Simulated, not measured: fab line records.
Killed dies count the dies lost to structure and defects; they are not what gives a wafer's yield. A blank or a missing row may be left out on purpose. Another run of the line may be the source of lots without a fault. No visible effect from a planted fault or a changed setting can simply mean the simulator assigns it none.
A struck lot beside a sound one -- flow ritCmos -- 15 steps out of a route of 202
Sound: these wafers, L926.1, L926.3, L926.4. Struck: wafers L921.1, L921.3 (left out: L921.2, a lot-mate that was not struck); the cause follows at the end.
Order at every step that has rows: each side's tool, ch and its chambers, its first start. Under that, the readings that differ: sound wafers -- struck wafers -- difference of the means -- sigmas: that difference in standard deviations of wafers without a fault.
alike: readings with means less than 2 such deviations apart, plus words and numbers identical on both sides. not compared: withheld readings, readings lacking a value on some wafer, bounds such as >300 that could conceal the same value, and numbers that have no deviation in the record and whose values overlap.
The two part at a step that has a row with sigmas, a row that says differs or no value, or rows on one side only. Numbers that don't overlap but have no deviation are shown without sigmas and don't part them. A reading missing from all wafers of one side parts the sides only when that side holds two or more wafers.

first, 1 step without rows for these wafers: RIT_GATE_CVD_08 (deposits poly-Si from SiH4, target thk 250 nm, time 2220 s).
RIT_GATE_THK_MEAS_09:
  sound: filmMetro-01 at day 5 20:44; struck: filmMetro-02 at day 4 18:28
  alike: GATE_POLY_THK
then, 6 steps without rows for these wafers: RIT_GATE_HMDS_10 (prime time 60 s); RIT_GATE_COAT_11 (resist thk 850 nm); RIT_GATE_SOFTBAKE_12 (time 60 s); RIT_GATE_EXPOSE_13 (exposes mask M6, target cd 150 nm); RIT_GATE_PEB_14; RIT_GATE_DEVELOP_15 (develop time 50 s).
RIT_GATE_CD_MEAS_16: target cd 150 nm.
  sound: cdSem-02 at day 5 21:41; struck: cdSem-02 at day 4 19:22
  alike: cdNm
RIT_GATE_OVL_MEAS_17:
  sound: overlay-02 at day 5 21:48; struck: overlay-02 at day 4 19:29
  alike: GATE_OVL
then, 1 step without rows for these wafers: RIT_GATE_HARDBAKE_18 (time 60 s).
RIT_GATE_ETCH_19: etches poly-Si in SF6/CHF3/O2, stops on SiO2, time 165 s, target depth 312.5 nm.
  sound on rieSi-01 ch 0,2,3, day 5 21:59; struck on rieSi-02 ch 0,1, day 4 19:41
  alike: drypumpMotorCurrentA, oesProductAu, throttleValvePct
  not compared: rfHoursCounterH
RIT_GATE_STRIP_20: strips in O2, time 180 s.
  sound on plasmaAsher-03 ch 0,1, day 5 22:06; struck on plasmaAsher-04 ch 0, day 4 19:47
reading,sound,struck,difference,sigmas
o2FlowSccm (sccm),3989 4007 3999,3221 3223,-776,-60
  alike: drypumpMotorCurrentA
  not compared: rfHoursCounterH
RIT_GATE_CD_MEAS_90: target cd 150 nm.
  sound: cdSem-01 at day 5 22:16; struck: cdSem-01 at day 4 19:58
  alike: cdNm
RIT_M1_PROBE_99:
  sound: prober-01 at day 6 18:22; struck: prober-02 at day 5 16:32
reading,sound,struck,difference,sigmas
model.etest.nmos_0p15.driveUaUm,461 480.7 469.6,453.2 448.2,-19.7,
model.etest.npolyLine.lineOhmUm,168.3 168.6 165.3,157.1 157.8,-10.0,
model.etest.ppolyLine.lineOhmUm,161.4 159.9 159.2,151.7 155.7,-6.5,
model.etest.npolyLine.widthNm (nm),103.5 101.3 102.5,106.5 105.8,+3.7,
model.etest.ppolyLine.widthNm (nm),103.3 102.6 103.1,106.4 106.2,+3.3,
model.etest.ring.delayPs,27.68 26.84 27.45,28.23 28.43,+1.01,
model.etest.nmos_0p15.offLog10AUm,-10.2 -9.833 -10.08,-10.41 -10.46,-0.40,
model.etest.ring.quietLog10A (angstrom),-7.872 -7.587 -7.809,-8.052 -8.034,-0.287,
  alike: killedAtFrontEnd, killedDies, killedOpen, killedShort

WHERE THEY PART
Only at RIT_GATE_STRIP_20, as far as this record shows. Later steps at which nothing parts them and some readings are alike: RIT_GATE_CD_MEAS_90, RIT_M1_PROBE_99.

WHY: the cause the simulator had injected
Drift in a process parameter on plasmaAsher-04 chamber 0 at RIT_GATE_STRIP_20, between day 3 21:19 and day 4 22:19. Setting o2FlowSccm shifted by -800 from 4000. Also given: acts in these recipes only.
